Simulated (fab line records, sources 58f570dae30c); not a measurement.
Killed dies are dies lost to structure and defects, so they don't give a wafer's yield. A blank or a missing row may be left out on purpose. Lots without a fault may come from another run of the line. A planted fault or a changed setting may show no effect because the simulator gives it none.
A struck lot beside a sound one | flow berkeley_cmos170 | 15 steps out of a route of 331
Sound: wafers L220.1, L220.3, L220.6. Struck: wafers L226.1, L226.2, L226.5. The cause comes at the end.
At each step with rows: each side's tool, then ch and its chambers, then its first start. Under that, the readings that differ: sound wafers | struck wafers | difference of the means | sigmas: that difference in standard deviations of wafers without a fault.
alike: readings whose means differ by less than 2 such deviations, and words and numbers that are the same on both sides. not compared: withheld readings, readings that some wafer has no value for, bounds like >300 that may hide the same value, and numbers for which the record gives no deviation and whose values overlap.
The two part at a step that has a row with sigmas, a row that says differs or no value, or rows on one side only. Numbers that don't overlap but have no deviation are shown without sigmas and don't part them. A reading that every wafer of one side lacks parts them only if that side has two wafers or more.

first, 6 steps without rows for these wafers: UCB170_M2_COAT_09; UCB170_M2_COAT_10 (resist thk 891.8 nm); UCB170_M2_SOFTBAKE_11 (time 60 s); UCB170_M2_EXPOSE_12 (exposes mask METAL2, target cd 700 nm); UCB170_M2_PEB_13; UCB170_M2_DEVELOP_14 (develop time 45 s).
UCB170_M2_CD_MEAS_15: target cd 700 nm.
  sound on cd_sem-01, day 9 17:05; struck on cd_sem-02, day 10 21:34
  alike: cd_nm
UCB170_M2_OVL_MEAS_16:
  sound on overlay-02, day 9 17:13; struck on overlay-01, day 10 21:41
  alike: M2_OVL
UCB170_M2_ETCH_17: etches BARC in N2/H2.
  sound on rie_diel-04 ch 0,1, day 9 17:15; struck on rie_diel-02 ch 0,2,3, day 10 21:43
  alike: drypump_motor_current_A, h2_flow_sccm, oes_product_au, throttle_valve_pct
UCB170_M2_METAL_ETCH_18: etches Al in Cl2/BCl3, stops on SiO2, target depth 1170 nm, time 195 s.
  sound on rie_metal-03 ch 0, day 9 17:17; struck on rie_metal-04 ch 0,1, day 10 21:46
  alike: drypump_motor_current_A, oes_product_au, throttle_valve_pct
  not compared: rf_hours_counter_h
UCB170_M2_STRIP_19: strips in O2.
  sound on plasma_asher-02 ch 0, day 9 17:29; struck on plasma_asher-03 ch 0,1, day 10 21:57
  alike: drypump_motor_current_A, oes_product_au
  not compared: rf_hours_counter_h
UCB170_M2_CD_MEAS_90: target cd 700 nm.
  sound on cd_sem-01, day 9 17:35; struck on cd_sem-02, day 10 22:03
  alike: cd_nm
UCB170_V2_CVD_00: deposits SiO2 from TEOS/O2, target thk 2000 nm, time 250 s.
  sound on pecvd-02 ch 0,1,2, day 9 17:42; struck on pecvd-02 ch 0,2, day 10 22:10
  reading                             | sound          | struck         | difference | sigmas
  model.SiO2_of_V2_CVD_00.thk_nm (nm) | 1972 2008 1977 | 2663 2683 2720 | +703       |
  alike: heater_power_w
UCB170_V2_THK_MEAS_01:
  sound on film_metro-03, day 9 17:51; struck on film_metro-04, day 10 22:19
  reading          | sound          | struck         | difference | sigmas
  V2_TEOS_THK (nm) | 1973 2008 1975 | 2664 2682 2718 | +703       | +25
UCB170_V2_CMP_02: polishes SiO2.
  sound on cmp-02 ch 2,3, day 9 17:58; struck on cmp-01 ch 0,1,2, day 10 22:29
  alike: motor_current_A

WHERE THEY PART
Only at UCB170_V2_THK_MEAS_01, within this record. Later steps at which nothing parts them and some readings are alike: UCB170_V2_CMP_02.

WHY: what the simulator had put in
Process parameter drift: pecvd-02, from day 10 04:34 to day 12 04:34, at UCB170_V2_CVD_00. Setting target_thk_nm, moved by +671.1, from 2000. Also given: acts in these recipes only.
